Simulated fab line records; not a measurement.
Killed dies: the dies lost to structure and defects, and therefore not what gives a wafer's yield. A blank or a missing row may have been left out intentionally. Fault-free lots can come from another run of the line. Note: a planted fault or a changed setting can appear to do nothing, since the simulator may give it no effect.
Struck lot and sound lot, side by side ; flow berkeley_cmos170 ; 15 out of 331 route steps
Sound: these wafers, L545.1, L545.2, L545.3. Wafers struck: L553.1, L553.2, L553.5. The cause is given at the end.
Each step with rows lists, per side, the tool, then ch with its chambers, then its first start. Under that, the readings that differ: sound wafers ; struck wafers ; difference of the means ; sigmas: that difference in standard deviations of wafers without a fault.
alike: readings with means less than 2 such deviations apart, plus words and numbers identical on both sides. not compared: withheld readings, readings lacking a value on some wafer, bounds such as >300 that could conceal the same value, and numbers that have no deviation in the record and whose values overlap.
A row with sigmas, a row that says differs or no value, or rows on one side alone: a step with any of these is where the two part. Non-overlapping numbers with no deviation appear without sigmas and do not part them. A reading missing from all wafers of one side parts the sides only when that side holds two or more wafers.

UCB170_V2_ETCH_14: etches SiO2 in CHF3/CF4/Ar, stops on Al, target depth 1250 nm, time 291 s.
  sound on rie_diel-04 ch 0,1,3, day 10 13:58; struck on rie_diel-04 ch 0,1,2, day 12 15:55
  alike: cf4_flow_sccm, drypump_motor_current_A, oes_product_au, rf_fwd_power_W, throttle_valve_pct
  not compared: rf_hours_counter_h
UCB170_V2_STRIP_15: strips in O2.
  sound on plasma_asher-03 ch 0,1, day 10 14:09; struck on plasma_asher-02 ch 0,1, day 12 16:06
  alike: drypump_motor_current_A, oes_product_au, strip_time_to_endpoint_s
  not compared: rf_hours_counter_h
UCB170_V2_CD_MEAS_90: the cd target is 700 nm.
  sound on cd_sem-01, day 10 14:15; struck on cd_sem-02, day 12 16:12
reading;sound;struck;difference;sigmas
cd_nm (nm);698.9 698.3 698.0;701.3 703.0 702.3;+3.8;+2
then, 1 step without rows for these wafers: UCB170_M3_PRE_CLEAN_00 (preclean etch time 60 s).
UCB170_M3_SPUTTER_01: material Al, target thk 900 nm, time 120 s.
  sound on pvd_sputter-01, day 10 14:26; struck on pvd_sputter-03, day 12 16:23
  alike: throttle_valve_pct
UCB170_M3_RS_MEAS_02: uses a four-point probe to measure.
  sound on film_metro-03, day 10 14:31; struck on film_metro-03, day 12 16:28
  alike: M3_AL_RS
UCB170_M3_THK_MEAS_03: measures by xrf.
  sound on film_metro-03, day 10 14:38; struck on film_metro-03, day 12 16:35
  alike: M3_AL_THK
then, 3 steps without rows for these wafers: UCB170_M3_HMDS_04 (prime time 60 s); UCB170_M3_COAT_05 (resist thk 900 nm); UCB170_M3_SOFTBAKE_06 (time 60 s).
UCB170_M3_STRIP_07: strips in O2.
  sound on plasma_asher-02 ch 0,1, day 10 15:14; struck on plasma_asher-01 ch 0,1, day 12 17:56
  alike: drypump_motor_current_A, oes_product_au, strip_time_to_endpoint_s
  not compared: rf_hours_counter_h
then, 1 step without rows for these wafers: UCB170_M3_STRIP_08 (strips KrF in DMSO, time 600 s).
UCB170_M3_COAT_09:
  sound on litho_track-01 ch 0, day 10 15:36; struck on litho_track-01 ch 0, day 12 18:29
reading;sound;struck;difference;sigmas
spin_speed_rpm (rpm);3001.6 3000.1 2999.9;2949.6 2949.4 2950.3;-50.8;-25
  alike: exhaust_pa
then, 1 step without rows for these wafers: UCB170_M3_COAT_10 (resist thk 900 nm).
UCB170_M3_PROBE_99:
  the record holds rows for the sound wafers here (prober-01, day 10 17:32) but none for the struck ones

## WHERE THEY PART
At UCB170_V2_CD_MEAS_90 first; at UCB170_M3_PROBE_99 last (within this record only).

WHY: whatever the simulator had introduced
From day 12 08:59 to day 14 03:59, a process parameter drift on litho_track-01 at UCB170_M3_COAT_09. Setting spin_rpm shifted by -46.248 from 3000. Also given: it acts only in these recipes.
